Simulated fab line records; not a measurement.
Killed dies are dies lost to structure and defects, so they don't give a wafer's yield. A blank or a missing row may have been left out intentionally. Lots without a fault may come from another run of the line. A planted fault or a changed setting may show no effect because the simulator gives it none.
What tool caused it? + flow rit_cmos + Sampling: 14 lots, 42 wafers, 2 of 202 route steps

== WHAT EACH GAUGE READ, for each wafer ==
The record lacks any reading of a measuring or inspecting step that a usual standard deviation could be used to judge.

== EACH LOT AND THE TOOL THAT RAN IT (in order: tool; ch and the chambers of the sampled wafers; start) ==
| lot  | RIT_PLDD_STRIP_09                   | RIT_M1_PROBE_99        |
|------|-------------------------------------|------------------------|
| L855 | plasma_asher-04 ch 1, day 2 18:14   | -                      |
| L856 | plasma_asher-03 ch 0,1, day 3 00:16 | -                      |
| L857 | plasma_asher-04 ch 0,1, day 3 06:05 | prober-01, day 3 19:52 |
| L858 | plasma_asher-03 ch 0,1, day 3 10:20 | -                      |
| L859 | plasma_asher-03 ch 0,1, day 3 14:42 | -                      |
| L860 | plasma_asher-04 ch 0,1, day 3 19:22 | -                      |
| L862 | plasma_asher-01 ch 0,1, day 4 07:10 | prober-02, day 4 21:57 |
| L865 | plasma_asher-01 ch 0,1, day 4 23:08 | prober-01, day 5 14:01 |
| L866 | plasma_asher-01 ch 0,1, day 5 04:25 | -                      |
| L873 | plasma_asher-03 ch 0,1, day 7 00:55 | prober-01, day 7 15:10 |
| L874 | plasma_asher-04 ch 0,1, day 7 04:38 | -                      |
| L875 | plasma_asher-03 ch 0,1, day 7 06:09 | prober-01, day 7 21:05 |
| L877 | plasma_asher-04 ch 0,1, day 7 16:11 | -                      |
| L878 | plasma_asher-03 ch 0,1, day 7 19:00 | prober-02, day 8 11:07 |
- RIT_PLDD_STRIP_09: strips in O2, time 180 s.
- RIT_M1_PROBE_99

== WHAT THE TOOLS THEMSELVES READ (means of the sampled wafers that have a number; where no wafer has one, the mark that the record gives instead) ==
RIT_PLDD_STRIP_09.
| lot  | tool            | drypump_motor_current_A (A) | o2_flow_sccm (sccm) |
|------|-----------------|-----------------------------|---------------------|
| L855 | plasma_asher-04 | 4.9                         | 4023                |
| L856 | plasma_asher-03 | 5.8                         | 4010                |
| L857 | plasma_asher-04 | 5.0                         | 3992                |
| L858 | plasma_asher-03 | 6.0                         | 4011                |
| L859 | plasma_asher-03 | 6.0                         | 4007                |
| L860 | plasma_asher-04 | 5.0                         | 3999                |
| L862 | plasma_asher-01 | 5.4                         | 4006                |
| L865 | plasma_asher-01 | 5.5                         | 2008                |
| L866 | plasma_asher-01 | 5.5                         | 2003                |
| L873 | plasma_asher-03 | 5.9                         | 4015                |
| L874 | plasma_asher-04 | 5.0                         | 3995                |
| L875 | plasma_asher-03 | 6.0                         | 4004                |
| L877 | plasma_asher-04 | 5.1                         | 4006                |
| L878 | plasma_asher-03 | 5.9                         | 4010                |

RIT_M1_PROBE_99.
| lot  | tool      | killed_at_contacts | killed_at_front_end | killed_dies | killed_open | killed_short |
|------|-----------|--------------------|---------------------|-------------|-------------|--------------|
| L857 | prober-01 | 0.0                | 6.7                 | 6.7         | 3.0         | 3.7          |
| L862 | prober-02 | 0.3                | 6.0                 | 6.3         | 2.3         | 4.0          |
| L865 | prober-01 | 0.0                | 8.0                 | 8.0         | 4.0         | 4.0          |
| L873 | prober-01 | 0.3                | 6.3                 | 6.7         | 4.3         | 2.3          |
| L875 | prober-01 | 0.3                | 11.0                | 11.3        | 6.3         | 5.0          |
| L878 | prober-02 | 0.0                | 4.3                 | 4.3         | 1.3         | 3.0          |

== THE ANSWER, worked out from the rows above alone ==
Rule: usual is defined by the lots themselves. The widest of any qualifying gaps counts: lots, ordered by their means at a reading, are off when they make up no more than a third of the lots, leave a main group of 4 or more, and stand apart from it by 3 or more times the standard deviation of that group's means. A main group is skipped when, at the precision printed for the reading in the tables above, its means are all equal. Also off: a lot with no number at a reading for which 4 or more lots have one. Any other lot the step has rows for is counted as sound. Order of review: gauges by route order, followed by the tools' own readings, for which a lot's mean as printed above is used. The first step at which some lot is off is used, and at that step the reading that is off furthest; a lot without a number counts as furthest.
Off: L865, L866 (RIT_PLDD_STRIP_09, o2_flow_sccm). Main group: mean 4006 sccm, sd 8.1.
If a tool, at that step or one of the process steps before it, ran each lot that is off and ran no sound lot following the first of them, it fits. One candidate fits, namely plasma_asher-01 at RIT_PLDD_STRIP_09. Its last sound lot is L862 (day 4 07:10), its first lot that is off L865 (day 4 23:08): a fault that began between those two fits.
The tool's own readings at RIT_PLDD_STRIP_09 bear it out: on the lots that are off they differ by more than 5 times the standard deviation of the sound lots' means. o2_flow_sccm reads 2006 sccm there against 4006 sccm on the sound lots.

== WHAT THE SIMULATOR HAD PUT IN ==
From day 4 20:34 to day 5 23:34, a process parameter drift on plasma_asher-01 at RIT_PLDD_STRIP_09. The setting o2_flow_sccm was moved by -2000, starting from 4000. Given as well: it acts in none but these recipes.
Shown lots that were struck: L865, L866. Same finding as the rule above.
